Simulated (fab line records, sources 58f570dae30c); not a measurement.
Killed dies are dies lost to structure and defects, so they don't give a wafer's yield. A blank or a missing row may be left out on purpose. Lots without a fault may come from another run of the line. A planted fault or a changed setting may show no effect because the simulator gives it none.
Problem report in the 8D (eight disciplines) form, filled by code | flow berkeley_cmos170 | the parts of the form that need people (team, actions taken, sign-off) are left out

1. THE PROBLEM
PFIELD_OVL at UCB170_PFIELD_OVL_MEAS_06 reads a mean of 501 nm on 12 wafers of 4 lots; wafers without a fault read 4 nm with a standard deviation of 5. That is +99 or more standard deviations from the usual mean.
First seen on wafer L138.2, day 7 20:39, on overlay-02. The record holds 48 wafers of 16 lots with a number at this step. Rule for "out", or "out of limits": more than 4 standard deviations from the usual mean. The other wafers with a number count as sound.

2. WHAT IT IS AND WHAT IT IS NOT
question                    | is                     | is not
which readings at this step | PFIELD_OVL             | -
which lots                  | L138, L140, L141, L143 | L127, L128, L129, L131, L133, L134, L136, L137, L139, L145, L147, L148
which wafers of those lots  | all that have a number | -
read on which gauges        | overlay-01, overlay-02 | -
when                        | from day 7 20:39       | up to then (27 sound wafers); but 9 sound wafers of L145, L147, L148 came after

3. SUSPECTS, AND WHAT RULES EACH OUT
Counting: a tool at a process step up to the reading stays a suspect if it ran every lot that is out and no sound lot after the first of them.
- the gauge at UCB170_PFIELD_OVL_MEAS_06: ruled out. The wafers that are out were read on 2 gauges (overlay-01, overlay-02).
- krf_scanner-01 at UCB170_PFIELD_EXPOSE_03 (exposes mask PFIELD, target cd 1500 nm): kept. It ran every lot that is out, first L138 (day 7 19:40), and no sound lot after that; its last sound lot up to then is L139 (day 7 18:55).
Left after counting: krf_scanner-01 at UCB170_PFIELD_EXPOSE_03.

4. THE CAUSE (what the simulator had put in)
Scanner matching overlay: krf_scanner-01, from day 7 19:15 on, at UCB170_PFIELD_EXPOSE_03. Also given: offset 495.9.
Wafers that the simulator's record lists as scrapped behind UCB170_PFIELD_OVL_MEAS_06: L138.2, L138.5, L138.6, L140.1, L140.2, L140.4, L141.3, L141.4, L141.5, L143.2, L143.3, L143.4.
Counting left only this tool.

5. THE CHAIN OF EFFECTS, in route order
Each row: a reading whose mean over the struck wafers that have a number lies more than 3 standard deviations from the usual. Only readings for which the record gives a usual standard deviation are gone through. hours: the time from each lot's start at the first step in this table that gives one to its start at this step, as a median over the lots. sigmas: the change in usual standard deviations.
hours | step                      | reading    | usual | on struck wafers | change | sigmas
0     | UCB170_PFIELD_OVL_MEAS_06 | PFIELD_OVL | 4 nm  | 501              | +497   | +99 or more

6. WHAT WOULD HAVE CAUGHT IT SOONER
In this record the first reading out of limits at a measuring or inspecting step was taken at day 7 20:39, 1 hour after the fault began at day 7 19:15.
Of the tool readings at UCB170_PFIELD_EXPOSE_03 for which the record gives a usual standard deviation, none was out on any struck wafer, so an alarm limit of 4 standard deviations on them would not have fired.
Of the lots that are out (4), L143, L141, L140 began UCB170_PFIELD_EXPOSE_03 on krf_scanner-01 after day 7 20:39. A hold on the tool at that time would have spared those 3.
